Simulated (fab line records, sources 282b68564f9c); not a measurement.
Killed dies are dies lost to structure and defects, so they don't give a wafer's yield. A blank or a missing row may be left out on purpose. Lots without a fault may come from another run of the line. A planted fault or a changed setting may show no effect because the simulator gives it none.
Which tool did it? | flow rit_cmos | 13 lots, 39 wafers sampled, at 2 steps of a route of 202

WHAT THE GAUGES READ, wafer by wafer
RIT_PLDD_TW_MEAS_10. Usual: PLDD_TW 2346, standard deviation 8.6.
lot  | measured    | on            | PLDD_TW        | flag
L430 | day 3 00:53 | film_metro-03 | 2330 2348 2340 |
L431 | day 3 07:59 | film_metro-01 | 2352 2343 2365 |
L432 | day 3 12:12 | film_metro-01 | 2356 2357 2355 |
L433 | day 3 17:30 | film_metro-03 | 2345 2352 2343 |
L434 | day 4 00:43 | film_metro-02 | 2347 2348 2345 |
L435 | day 4 02:47 | film_metro-03 | 2357 2353 2337 |
L436 | day 4 06:35 | film_metro-03 | 2352 2352 2348 |
L438 | day 4 16:27 | film_metro-02 | 2355 2348 2342 |
L442 | day 5 09:11 | film_metro-01 | 30 30 30       | OFF
L445 | day 6 02:02 | film_metro-03 | 2340 2336 2341 |
L450 | day 7 04:58 | film_metro-01 | 2366 2349 2352 |
L452 | day 7 10:58 | film_metro-01 | 2342 2343 2333 |
L453 | day 7 21:40 | film_metro-01 | 2347 2343 2355 |

WHICH TOOL RAN EACH LOT (tool, then ch and the chambers of the sampled wafers, then the start)
lot  | RIT_NLDD_STRIP_09
L430 | plasma_asher-02 ch 0,1, day 2 23:17
L431 | plasma_asher-03 ch 0,1, day 3 06:23
L432 | plasma_asher-04 ch 0,1, day 3 10:25
L433 | plasma_asher-04 ch 0,1, day 3 15:40
L434 | plasma_asher-04 ch 0,1, day 3 23:01
L435 | plasma_asher-04 ch 0,1, day 4 01:11
L436 | plasma_asher-02 ch 0,1, day 4 04:57
L438 | plasma_asher-04 ch 0,1, day 4 14:52
L442 | plasma_asher-03 ch 0,1, day 5 07:34
L445 | plasma_asher-02 ch 0,1, day 6 00:19
L450 | plasma_asher-02 ch 0, day 7 02:51
L452 | plasma_asher-03 ch 1, day 7 09:20
L453 | plasma_asher-03 ch 0,1, day 7 19:54
- RIT_NLDD_STRIP_09: strips in O2, time 180 s.

WHAT THE TOOLS THEMSELVES READ (means of the sampled wafers that have a number; where no wafer has one, the mark that the record gives instead)
RIT_NLDD_STRIP_09. Usual: chamber_pressure_mTorr 4000 mTorr, standard deviation 3.9; drypump_motor_current_A 5.5 A, standard deviation 0.4; run_length_s 208.8 s, standard deviation 0.39.
lot  | tool            | chamber_pressure_mTorr (mTorr) | drypump_motor_current_A (A) | run_length_s (s) | flag
L430 | plasma_asher-02 | 4004                           | 5.2                         | 208.8            |
L431 | plasma_asher-03 | 3999                           | 5.6                         | 209.2            |
L432 | plasma_asher-04 | 4001                           | 5.8                         | 208.4            |
L433 | plasma_asher-04 | 4000                           | 5.8                         | 208.2            |
L434 | plasma_asher-04 | 4000                           | 5.6                         | 208.4            |
L435 | plasma_asher-04 | 4000                           | 5.6                         | 208.3            |
L436 | plasma_asher-02 | 4001                           | 5.2                         | 209.0            |
L438 | plasma_asher-04 | 3999                           | 5.5                         | 208.2            |
L442 | plasma_asher-03 | 3998                           | 5.5                         | 72.2             | OFF
L445 | plasma_asher-02 | 4002                           | 5.2                         | 208.8            |
L450 | plasma_asher-02 | 4003                           | 5.2                         | 209.3            |
L452 | plasma_asher-03 | 4004                           | 6.0                         | 209.0            |
L453 | plasma_asher-03 | 4003                           | 5.5                         | 208.9            |

THE ANSWER, worked out from the rows above alone
Rule: a lot is off if the mean of its wafers that have a number lies more than 3 standard deviations from the usual mean. A lot without any number at a reading at which 4 lots or more have one is off too. The other lots that the step has rows for count as sound. The gauges are gone through in route order, then the tools' own readings, and for those a lot's mean is taken as printed above. The first step at which some lot is off is used, and at that step the reading that is off furthest; a lot without a number counts as furthest.
Off: L442, at RIT_PLDD_TW_MEAS_10 (PLDD_TW).
A tool fits if, at a process step before that reading, it ran every lot that is off, and no sound lot after the first of them. The gauges at RIT_PLDD_TW_MEAS_10 aren't tried: what is off there is off at RIT_NLDD_STRIP_09 too, on other tools, and a gauge's error can't cause that. None of those tried fits.

WHAT THE SIMULATOR HAD PUT IN
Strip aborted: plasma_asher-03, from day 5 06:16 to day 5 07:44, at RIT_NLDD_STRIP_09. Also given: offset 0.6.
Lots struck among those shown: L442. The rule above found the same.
